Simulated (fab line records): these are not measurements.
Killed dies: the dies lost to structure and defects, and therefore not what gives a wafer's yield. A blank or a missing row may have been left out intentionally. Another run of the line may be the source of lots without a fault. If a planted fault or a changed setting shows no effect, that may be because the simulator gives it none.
The tool behind it: which one? + flow berkeleyCmos170 + 14 lots with 42 wafers sampled at 7 steps, on a route of 331 steps

## WHAT EACH GAUGE READ, for each wafer
UCB170_M3_RS_MEAS_02: measurement is done with a four-point probe. Usual: M3_AL_RS typically reads 0.03216 ohm/sq, with standard deviation 0.00027.
| lot  | measured     | on           | M3_AL_RS (ohm/sq)       | flag |
|------|--------------|--------------|-------------------------|------|
| L812 | day 8 00:29  | filmMetro-04 | 0.03229 0.03243 0.03219 |      |
| L810 | day 8 00:10  | filmMetro-04 | 0.03282 0.03265 0.03255 |      |
| L809 | day 8 00:17  | filmMetro-01 | 0.03175 0.03174 0.03192 |      |
| L811 | day 8 03:05  | filmMetro-02 | 0.05433 0.05345 0.05375 | OFF  |
| L813 | day 8 15:52  | filmMetro-01 | 0.05323 0.05431 0.05433 | OFF  |
| L819 | day 9 15:42  | filmMetro-04 | 0.03165 0.0321 0.03174  |      |
| L824 | day 10 17:25 | filmMetro-01 | 0.03211 0.03185 0.03183 |      |
| L822 | day 11 01:39 | filmMetro-02 | 0.03214 0.03215 0.03201 |      |
| L825 | day 11 02:29 | filmMetro-01 | 0.03199 0.03202 0.03193 |      |
| L827 | day 11 01:56 | filmMetro-01 | 0.03203 0.03259 0.03256 |      |
| L826 | day 11 07:44 | filmMetro-02 | 0.03202 0.03215 0.03225 |      |
| L830 | day 11 21:51 | filmMetro-02 | 0.03273 0.03209 0.03245 |      |
| L829 | day 11 21:28 | filmMetro-04 | 0.03192 0.03175 0.03186 |      |
| L832 | day 12 10:11 | filmMetro-01 | 0.03189 0.03215 0.0318  |      |

UCB170_M3_THK_MEAS_03: measures by xrf. Usual: M3_AL_THK typically reads 900 nm, with standard deviation 8.7.
| lot  | measured     | on           | M3_AL_THK (nm) | flag |
|------|--------------|--------------|----------------|------|
| L812 | day 8 00:36  | filmMetro-04 | 885 887 890    |      |
| L810 | day 8 00:17  | filmMetro-04 | 878 884 881    |      |
| L809 | day 8 00:24  | filmMetro-01 | 909 913 907    |      |
| L811 | day 8 03:10  | filmMetro-02 | 538 546 543    | OFF  |
| L813 | day 8 15:58  | filmMetro-01 | 548 538 538    | OFF  |
| L819 | day 9 15:49  | filmMetro-04 | 901 886 897    |      |
| L824 | day 10 17:32 | filmMetro-01 | 904 911 913    |      |
| L822 | day 11 01:46 | filmMetro-02 | 907 904 911    |      |
| L825 | day 11 02:35 | filmMetro-01 | 904 904 911    |      |
| L827 | day 11 02:03 | filmMetro-01 | 911 896 894    |      |
| L826 | day 11 07:52 | filmMetro-02 | 907 905 910    |      |
| L830 | day 11 21:56 | filmMetro-02 | 890 910 900    |      |
| L829 | day 11 21:35 | filmMetro-04 | 899 906 903    |      |
| L832 | day 12 10:18 | filmMetro-01 | 914 904 911    |      |

UCB170_M3_BOW_MEAS_20. Usual: M3_BOW typically reads 35 um, with standard deviation 7.5.
| lot  | measured     | on           | M3_BOW (um) | flag |
|------|--------------|--------------|-------------|------|
| L812 | day 8 03:44  | filmMetro-04 | 47 38 39    |      |
| L810 | day 8 03:25  | filmMetro-04 | 35 37 30    |      |
| L809 | day 8 03:34  | filmMetro-02 | 26 30 37    |      |
| L811 | day 8 05:34  | filmMetro-04 | 36 40 25    |      |
| L813 | day 8 18:21  | filmMetro-02 | 26 34 12    |      |
| L819 | day 9 19:18  | filmMetro-04 | 31 32 29    |      |
| L824 | day 10 22:37 | filmMetro-01 | 38 39 34    |      |
| L822 | day 11 04:55 | filmMetro-01 | 34 35 52    |      |
| L825 | day 11 05:23 | filmMetro-02 | 35 38 32    |      |
| L827 | day 11 05:00 | filmMetro-02 | 50 49 26    |      |
| L826 | day 11 10:05 | filmMetro-02 | 42 42 25    |      |
| L830 | day 12 01:17 | filmMetro-02 | 46 36 33    |      |
| L829 | day 12 00:28 | filmMetro-02 | 30 43 40    |      |
| L832 | day 12 13:04 | filmMetro-01 | 45 36 31    |      |

## TOOL THAT RAN EACH LOT (tool first, then ch and the chambers of the sampled wafers, then the start)
| lot  | UCB170_SILICIDE_SPUTTER_01  | UCB170_V1_STRIP_15                  | UCB170_M3_SPUTTER_01        | UCB170_M3_METAL_ETCH_18          |
|------|-----------------------------|-------------------------------------|-----------------------------|----------------------------------|
| L812 | pvdSputter-03, day 7 02:02  | plasmaAsher-04 ch 0,1, day 7 16:57  | pvdSputter-02, day 8 00:23  | rieMetal-02 ch 0,1, day 8 03:19  |
| L810 | pvdSputter-02, day 7 02:11  | plasmaAsher-02 ch 0,1, day 7 16:21  | pvdSputter-02, day 8 00:04  | rieMetal-04 ch 0,1, day 8 03:00  |
| L809 | pvdSputter-04, day 7 02:31  | plasmaAsher-02 ch 0, day 7 16:43    | pvdSputter-01, day 8 00:11  | rieMetal-01 ch 0,1, day 8 03:10  |
| L811 | pvdSputter-02, day 7 03:15  | plasmaAsher-04 ch 0,1, day 7 19:43  | pvdSputter-02, day 8 02:56  | rieMetal-01 ch 0,1, day 8 05:09  |
| L813 | pvdSputter-02, day 7 15:06  | plasmaAsher-04 ch 0,1, day 8 10:34  | pvdSputter-02, day 8 15:46  | rieMetal-01 ch 0,1, day 8 17:55  |
| L819 | pvdSputter-02, day 8 19:11  | plasmaAsher-02 ch 0,1, day 9 10:31  | pvdSputter-03, day 9 15:35  | rieMetal-02 ch 0,1, day 9 18:52  |
| L824 | pvdSputter-03, day 9 23:19  | plasmaAsher-03 ch 0,1, day 10 11:35 | pvdSputter-03, day 10 17:20 | rieMetal-01 ch 0,1, day 10 22:13 |
| L822 | pvdSputter-04, day 9 23:29  | plasmaAsher-02 ch 0,1, day 10 18:51 | pvdSputter-02, day 11 01:34 | rieMetal-02 ch 0,1, day 11 04:30 |
| L825 | pvdSputter-02, day 9 23:44  | plasmaAsher-02 ch 0,1, day 10 19:22 | pvdSputter-02, day 11 02:22 | rieMetal-02 ch 0,1, day 11 05:01 |
| L827 | pvdSputter-04, day 10 01:51 | plasmaAsher-03 ch 0,1, day 10 18:56 | pvdSputter-01, day 11 01:50 | rieMetal-04 ch 0,1, day 11 04:35 |
| L826 | pvdSputter-02, day 10 11:07 | plasmaAsher-04 ch 0,1, day 11 02:13 | pvdSputter-02, day 11 07:40 | rieMetal-01 ch 0,1, day 11 09:41 |
| L830 | pvdSputter-03, day 11 01:10 | plasmaAsher-03 ch 0,1, day 11 16:14 | pvdSputter-01, day 11 21:42 | rieMetal-02 ch 0,1, day 12 00:53 |
| L829 | pvdSputter-04, day 11 02:22 | plasmaAsher-04 ch 0,1, day 11 15:58 | pvdSputter-02, day 11 21:23 | rieMetal-01 ch 1, day 11 23:58   |
| L832 | pvdSputter-04, day 11 15:11 | plasmaAsher-04 ch 0,1, day 12 03:37 | pvdSputter-02, day 12 10:06 | rieMetal-04 ch 0,1, day 12 12:40 |
- UCB170_SILICIDE_SPUTTER_01: material Ti, target thk 30 nm, time 25 s.
- UCB170_V1_STRIP_15: strips in O2.
- UCB170_M3_SPUTTER_01: material Al, target thk 900 nm, time 120 s.
- UCB170_M3_METAL_ETCH_18: etches Al in Cl2/BCl3, stops on SiO2, target depth 1170 nm, time 195 s.

## AS READ BY THE TOOLS THEMSELVES (means over the sampled wafers that have a number; for cases with no such wafer, the mark the record gives instead)
UCB170_SILICIDE_SPUTTER_01. Usual: throttleValvePct 30.0 %, standard deviation 0.79.
| lot  | tool          | throttleValvePct (%) | flag |
|------|---------------|----------------------|------|
| L812 | pvdSputter-03 | 30.0                 |      |
| L810 | pvdSputter-02 | 30.2                 |      |
| L809 | pvdSputter-04 | 30.4                 |      |
| L811 | pvdSputter-02 | 30.2                 |      |
| L813 | pvdSputter-02 | 30.0                 |      |
| L819 | pvdSputter-02 | 30.2                 |      |
| L824 | pvdSputter-03 | 30.1                 |      |
| L822 | pvdSputter-04 | 30.2                 |      |
| L825 | pvdSputter-02 | 30.2                 |      |
| L827 | pvdSputter-04 | 30.1                 |      |
| L826 | pvdSputter-02 | 29.9                 |      |
| L830 | pvdSputter-03 | 29.6                 |      |
| L829 | pvdSputter-04 | 31.1                 |      |
| L832 | pvdSputter-04 | 29.2                 |      |

UCB170_V1_STRIP_15. Usual: chamberPressureMTorr 3500 mTorr, standard deviation 3.5; drypumpMotorCurrentA 5.4 A, standard deviation 0.42; oesProductAu 0.722 a.u., standard deviation 0.0048; stripTimeToEndpointS 15.32 s, standard deviation 0.16.
| lot  | tool           | chamberPressureMTorr (mTorr) | drypumpMotorCurrentA (A) | oesProductAu (a.u.) | stripTimeToEndpointS (s) | flag |
|------|----------------|------------------------------|--------------------------|---------------------|--------------------------|------|
| L812 | plasmaAsher-04 | 3497                         | 5.5                      | 0.722               | 15.47                    |      |
| L810 | plasmaAsher-02 | 3499                         | 5.6                      | 0.717               | 15.37                    |      |
| L809 | plasmaAsher-02 | 3502                         | 5.7                      | 0.722               | 15.38                    |      |
| L811 | plasmaAsher-04 | 3501                         | 5.2                      | 0.723               | 15.40                    |      |
| L813 | plasmaAsher-04 | 3497                         | 5.2                      | 0.722               | 15.43                    |      |
| L819 | plasmaAsher-02 | 3499                         | 5.7                      | 0.723               | 15.27                    |      |
| L824 | plasmaAsher-03 | 3502                         | 5.4                      | 0.724               | 15.41                    |      |
| L822 | plasmaAsher-02 | 3500                         | 5.7                      | 0.719               | 15.18                    |      |
| L825 | plasmaAsher-02 | 3498                         | 5.7                      | 0.722               | 15.23                    |      |
| L827 | plasmaAsher-03 | 3499                         | 5.2                      | 0.722               | 15.41                    |      |
| L826 | plasmaAsher-04 | 3500                         | 5.1                      | 0.724               | 15.38                    |      |
| L830 | plasmaAsher-03 | 3496                         | 5.2                      | 0.721               | 15.46                    |      |
| L829 | plasmaAsher-04 | 3503                         | 5.2                      | 0.725               | 15.38                    |      |
| L832 | plasmaAsher-04 | 3498                         | 5.2                      | 0.719               | 15.37                    |      |

UCB170_M3_SPUTTER_01. Usual: throttleValvePct 29.9 %, standard deviation 0.64.
| lot  | tool          | throttleValvePct (%) | flag |
|------|---------------|----------------------|------|
| L812 | pvdSputter-02 | 30.1                 |      |
| L810 | pvdSputter-02 | 30.1                 |      |
| L809 | pvdSputter-01 | 29.4                 |      |
| L811 | pvdSputter-02 | 30.1                 |      |
| L813 | pvdSputter-02 | 30.2                 |      |
| L819 | pvdSputter-03 | 30.0                 |      |
| L824 | pvdSputter-03 | 29.6                 |      |
| L822 | pvdSputter-02 | 30.4                 |      |
| L825 | pvdSputter-02 | 30.3                 |      |
| L827 | pvdSputter-01 | 29.4                 |      |
| L826 | pvdSputter-02 | 30.0                 |      |
| L830 | pvdSputter-01 | 29.1                 |      |
| L829 | pvdSputter-02 | 30.0                 |      |
| L832 | pvdSputter-02 | 30.3                 |      |

UCB170_M3_METAL_ETCH_18. Usual: chamberPressureMTorr 12.000 mTorr, standard deviation 0.011; drypumpMotorCurrentA 6.03 A, standard deviation 0.26; oesProductAu 0.855 a.u., standard deviation 0.0065; rfFwdPowerW 598.1 W, standard deviation 1.7; throttleValvePct 24.60 %, standard deviation 0.24.
| lot  | tool        | chamberPressureMTorr (mTorr) | drypumpMotorCurrentA (A) | oesProductAu (a.u.) | rfFwdPowerW (W) | throttleValvePct (%) | flag |
|------|-------------|------------------------------|--------------------------|---------------------|-----------------|----------------------|------|
| L812 | rieMetal-02 | 11.996                       | 5.94                     | 0.852               | 598.8           | 24.72                |      |
| L810 | rieMetal-04 | 11.985                       | 5.90                     | 0.850               | 600.1           | 25.05                |      |
| L809 | rieMetal-01 | 11.999                       | 5.95                     | 0.858               | 598.0           | 24.33                |      |
| L811 | rieMetal-01 | 11.991                       | 6.11                     | 0.663               | 597.7           | 24.50                | OFF  |
| L813 | rieMetal-01 | 11.991                       | 6.14                     | 0.665               | 596.4           | 24.50                | OFF  |
| L819 | rieMetal-02 | 12.004                       | 5.95                     | 0.862               | 596.5           | 24.71                |      |
| L824 | rieMetal-01 | 11.993                       | 6.13                     | 0.855               | 599.3           | 24.40                |      |
| L822 | rieMetal-02 | 12.002                       | 6.12                     | 0.853               | 598.9           | 24.72                |      |
| L825 | rieMetal-02 | 11.993                       | 6.10                     | 0.859               | 598.5           | 24.71                |      |
| L827 | rieMetal-04 | 11.989                       | 6.06                     | 0.849               | 596.8           | 25.02                |      |
| L826 | rieMetal-01 | 11.994                       | 6.14                     | 0.857               | 598.2           | 24.40                |      |
| L830 | rieMetal-02 | 12.021                       | 5.95                     | 0.855               | 598.5           | 24.72                |      |
| L829 | rieMetal-01 | 12.013                       | 6.31                     | 0.860               | 600.6           | 24.47                |      |
| L832 | rieMetal-04 | 11.988                       | 5.94                     | 0.858               | 597.4           | 25.04                |      |

## THE ANSWER, worked out from the rows above alone
Rule: lot off if the mean of its wafers having a number is beyond 3 standard deviations from the usual mean. A lot without any number at a reading at which 4 lots or more have one is off too. Any other lot the step has rows for is counted as sound. First the gauges in route order, then the tools' own readings, where a lot's mean is used as printed above. At the first step where some lot is off, the reading lying furthest off is the one used; lots without a number count as furthest.
Off: at UCB170_M3_RS_MEAS_02 (M3_AL_RS), L811, L813.
If a tool, at a process step before that reading, ran all the lots that are off and no sound lot after the first of them, it fits. Not tried: the gauges at UCB170_M3_RS_MEAS_02; whatever is off there is also off at UCB170_M3_METAL_ETCH_18, on other tools, and gauge error can't account for it. Not one of the candidates tried fits.

## WHAT WAS PUT IN BY THE SIMULATOR
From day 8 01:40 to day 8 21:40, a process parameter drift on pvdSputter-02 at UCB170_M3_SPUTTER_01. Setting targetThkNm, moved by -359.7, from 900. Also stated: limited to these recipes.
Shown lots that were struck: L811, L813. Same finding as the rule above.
